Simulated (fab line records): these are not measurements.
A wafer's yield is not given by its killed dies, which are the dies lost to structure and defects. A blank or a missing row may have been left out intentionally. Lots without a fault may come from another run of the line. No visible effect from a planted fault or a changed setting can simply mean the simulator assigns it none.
Which tool is to blame? / flow berkeley-cmos170 / 13 lots, 39 wafers sampled, at 5 steps of a route of 331

WHAT THE GAUGES READ, wafer by wafer
UCB170_GATE_OVL_MEAS_13. Usual: GATE_OVL gives 1 nm (standard deviation 5.5).
lot=L736; measured=day 6 00:42; on=overlay-02; GATE_OVL (nm)=-3 0 -1; flag=
lot=L742; measured=day 7 15:37; on=overlay-01; GATE_OVL (nm)=3 -1 4; flag=
lot=L740; measured=day 7 15:46; on=overlay-02; GATE_OVL (nm)=2 2 4; flag=
lot=L743; measured=day 7 16:01; on=overlay-01; GATE_OVL (nm)=0 -1 1; flag=
lot=L744; measured=day 7 20:19; on=overlay-02; GATE_OVL (nm)=-3 1 -9; flag=
lot=L745; measured=day 7 20:28; on=overlay-01; GATE_OVL (nm)=12 3 8; flag=
lot=L752; measured=day 9 05:39; on=overlay-01; GATE_OVL (nm)=2 -1 7; flag=
lot=L753; measured=day 9 20:46; on=overlay-01; GATE_OVL (nm)=6 4 -2; flag=
lot=L754; measured=day 10 03:48; on=overlay-02; GATE_OVL (nm)=0 2 5; flag=
lot=L755; measured=day 10 04:02; on=overlay-01; GATE_OVL (nm)=-5 -2 -3; flag=
lot=L756; measured=day 10 10:23; on=overlay-02; GATE_OVL (nm)=11 12 11; flag=
lot=L757; measured=day 11 01:55; on=overlay-02; GATE_OVL (nm)=16 11 6; flag=
lot=L758; measured=day 11 02:10; on=overlay-02; GATE_OVL (nm)=-5 3 -6; flag=

UCB170_NLDD_CD_MEAS_06: the cd target is 1200 nm. Usual: 1199.9 nm for cd-nm, sd 1.1.
lot=L736; measured=day 6 05:43; on=cd-sem-01; cd-nm (nm)=1199.6 1198.9 1200.6; flag=
lot=L742; measured=day 7 19:24; on=cd-sem-02; cd-nm (nm)=1198.9 1198.5 1199.3; flag=
lot=L740; measured=day 7 19:44; on=cd-sem-01; cd-nm (nm)=1200.6 1199.2 1199.5; flag=
lot=L743; measured=day 7 20:04; on=cd-sem-02; cd-nm (nm)=1200.3 1200.9 1201.9; flag=
lot=L744; measured=day 7 23:32; on=cd-sem-02; cd-nm (nm)=1199.3 1198.2 1199.1; flag=
lot=L745; measured=day 7 23:45; on=cd-sem-02; cd-nm (nm)=959.1 959.6 959.5; flag=OFF
lot=L752; measured=day 9 10:53; on=cd-sem-02; cd-nm (nm)=1200.6 1199.5 1199.3; flag=
lot=L753; measured=day 10 00:09; on=cd-sem-02; cd-nm (nm)=1201.4 1201.6 1201.8; flag=
lot=L754; measured=day 10 09:52; on=cd-sem-02; cd-nm (nm)=1200.8 1199.3 1200.0; flag=
lot=L755; measured=day 10 10:05; on=cd-sem-01; cd-nm (nm)=1199.4 1199.6 1198.8; flag=
lot=L756; measured=day 10 14:03; on=cd-sem-01; cd-nm (nm)=1199.9 1199.2 1199.5; flag=
lot=L757; measured=day 11 09:42; on=cd-sem-01; cd-nm (nm)=1200.1 1201.6 1200.3; flag=
lot=L758; measured=day 11 10:00; on=cd-sem-02; cd-nm (nm)=1200.1 1199.5 1201.0; flag=

UCB170_PSD_OVL_MEAS_07. Usual: PSD_OVL gives 1 nm (standard deviation 6.3).
lot=L736; measured=day 6 12:22; on=overlay-01; PSD_OVL (nm)=-10 -16 0; flag=
lot=L742; measured=day 8 01:27; on=overlay-02; PSD_OVL (nm)=0 -2 -4; flag=
lot=L740; measured=day 8 01:52; on=overlay-02; PSD_OVL (nm)=7 0 7; flag=
lot=L743; measured=day 8 01:37; on=overlay-02; PSD_OVL (nm)=5 8 7; flag=
lot=L744; measured=day 8 09:05; on=overlay-01; PSD_OVL (nm)=-2 7 6; flag=
lot=L745; measured=day 8 08:49; on=overlay-02; PSD_OVL (nm)=8 9 10; flag=
lot=L752; measured=day 9 18:45; on=overlay-01; PSD_OVL (nm)=6 2 7; flag=
lot=L753; measured=day 10 07:37; on=overlay-01; PSD_OVL (nm)=-4 1 -7; flag=
lot=L754; measured=day 10 15:43; on=overlay-01; PSD_OVL (nm)=8 9 12; flag=
lot=L755; measured=day 10 15:53; on=overlay-01; PSD_OVL (nm)=-1 6 5; flag=
lot=L756; measured=day 10 19:40; on=overlay-01; PSD_OVL (nm)=-8 -3 -5; flag=
lot=L757; measured=day 11 16:10; on=overlay-02; PSD_OVL (nm)=3 1 -1; flag=
lot=L758; measured=day 11 16:07; on=overlay-01; PSD_OVL (nm)=-6 12 3; flag=

UCB170_NSD_OVL_MEAS_07. Usual: NSD_OVL gives 1 nm (standard deviation 4.2).
lot=L736; measured=day 6 14:12; on=overlay-01; NSD_OVL (nm)=2 -3 -4; flag=
lot=L742; measured=day 8 04:41; on=overlay-02; NSD_OVL (nm)=2 2 5; flag=
lot=L740; measured=day 8 05:03; on=overlay-01; NSD_OVL (nm)=6 5 2; flag=
lot=L743; measured=day 8 04:55; on=overlay-01; NSD_OVL (nm)=2 3 -7; flag=
lot=L744; measured=day 8 10:42; on=overlay-01; NSD_OVL (nm)=0 -2 -2; flag=
lot=L745; measured=day 8 10:26; on=overlay-02; NSD_OVL (nm)=-8 -2 -2; flag=
lot=L752; measured=day 9 20:31; on=overlay-02; NSD_OVL (nm)=-1 6 -3; flag=
lot=L753; measured=day 10 10:35; on=overlay-01; NSD_OVL (nm)=5 7 6; flag=
lot=L754; measured=day 10 17:14; on=overlay-02; NSD_OVL (nm)=2 3 -2; flag=
lot=L755; measured=day 10 17:56; on=overlay-01; NSD_OVL (nm)=2 -1 3; flag=
lot=L756; measured=day 10 21:19; on=overlay-01; NSD_OVL (nm)=2 5 3; flag=
lot=L757; measured=day 11 18:19; on=overlay-01; NSD_OVL (nm)=3 4 7; flag=
lot=L758; measured=day 11 18:04; on=overlay-02; NSD_OVL (nm)=8 7 4; flag=

WHICH TOOL RAN EACH LOT (tool, then ch and the chambers of the sampled wafers, then the start)
lot=L736; UCB170_NLDD_EXPOSE_03=krf-scanner-02 ch 0, day 6 05:07
lot=L742; UCB170_NLDD_EXPOSE_03=krf-scanner-01 ch 0, day 7 18:55
lot=L740; UCB170_NLDD_EXPOSE_03=krf-scanner-02 ch 0, day 7 19:13
lot=L743; UCB170_NLDD_EXPOSE_03=krf-scanner-01 ch 0, day 7 19:24
lot=L744; UCB170_NLDD_EXPOSE_03=krf-scanner-01 ch 0, day 7 23:08
lot=L745; UCB170_NLDD_EXPOSE_03=krf-scanner-01 ch 0, day 7 23:22
lot=L752; UCB170_NLDD_EXPOSE_03=krf-scanner-01 ch 0, day 9 10:29
lot=L753; UCB170_NLDD_EXPOSE_03=krf-scanner-02 ch 0, day 9 23:46
lot=L754; UCB170_NLDD_EXPOSE_03=krf-scanner-01 ch 0, day 10 08:41
lot=L755; UCB170_NLDD_EXPOSE_03=krf-scanner-02 ch 0, day 10 08:53
lot=L756; UCB170_NLDD_EXPOSE_03=krf-scanner-02 ch 0, day 10 13:35
lot=L757; UCB170_NLDD_EXPOSE_03=krf-scanner-02 ch 0, day 11 09:02
lot=L758; UCB170_NLDD_EXPOSE_03=krf-scanner-02 ch 0, day 11 09:31
- UCB170_NLDD_EXPOSE_03: exposes mask NSELECT, target cd 1200 nm.

AS READ BY THE TOOLS THEMSELVES (means over the sampled wafers that have a number; for cases with no such wafer, the mark the record gives instead)
UCB170_NLDD_EXPOSE_03. Usual: exposure-dose-mJ-cm2 30.00, standard deviation 0.031; stage-vel-mm-s 500.01 mm/s, standard deviation 0.23.
lot=L736; tool=krf-scanner-02; exposure-dose-mJ-cm2=30.03; stage-vel-mm-s (mm/s)=499.66; flag=
lot=L742; tool=krf-scanner-01; exposure-dose-mJ-cm2=29.97; stage-vel-mm-s (mm/s)=500.28; flag=
lot=L740; tool=krf-scanner-02; exposure-dose-mJ-cm2=29.96; stage-vel-mm-s (mm/s)=499.97; flag=
lot=L743; tool=krf-scanner-01; exposure-dose-mJ-cm2=30.00; stage-vel-mm-s (mm/s)=500.06; flag=
lot=L744; tool=krf-scanner-01; exposure-dose-mJ-cm2=30.02; stage-vel-mm-s (mm/s)=499.99; flag=
lot=L745; tool=krf-scanner-01; exposure-dose-mJ-cm2=30.02; stage-vel-mm-s (mm/s)=499.85; flag=
lot=L752; tool=krf-scanner-01; exposure-dose-mJ-cm2=30.00; stage-vel-mm-s (mm/s)=499.85; flag=
lot=L753; tool=krf-scanner-02; exposure-dose-mJ-cm2=30.05; stage-vel-mm-s (mm/s)=499.83; flag=
lot=L754; tool=krf-scanner-01; exposure-dose-mJ-cm2=29.99; stage-vel-mm-s (mm/s)=499.78; flag=
lot=L755; tool=krf-scanner-02; exposure-dose-mJ-cm2=30.00; stage-vel-mm-s (mm/s)=500.26; flag=
lot=L756; tool=krf-scanner-02; exposure-dose-mJ-cm2=30.01; stage-vel-mm-s (mm/s)=499.88; flag=
lot=L757; tool=krf-scanner-02; exposure-dose-mJ-cm2=29.94; stage-vel-mm-s (mm/s)=499.94; flag=
lot=L758; tool=krf-scanner-02; exposure-dose-mJ-cm2=30.02; stage-vel-mm-s (mm/s)=500.14; flag=

THE ANSWER, worked out from the rows above alone
Rule: a lot is off if the mean of its wafers that have a number lies more than 3 standard deviations from the usual mean. A lot without any number at a reading at which 4 lots or more have one is off too. All remaining lots with rows at the step are treated as sound. The gauges are gone through in route order, then the tools' own readings, and for those a lot's mean is taken as printed above. At the first step where some lot is off, the reading lying furthest off is the one used; lots without a number count as furthest.
Off: L745, at UCB170_NLDD_CD_MEAS_06 (cd-nm).
A tool fits if, at a process step before that reading, it ran every lot that is off, and no sound lot after the first of them. The gauges at UCB170_NLDD_CD_MEAS_06 are tried like those tools. None of those tried fits.

WHAT THE SIMULATOR PUT IN
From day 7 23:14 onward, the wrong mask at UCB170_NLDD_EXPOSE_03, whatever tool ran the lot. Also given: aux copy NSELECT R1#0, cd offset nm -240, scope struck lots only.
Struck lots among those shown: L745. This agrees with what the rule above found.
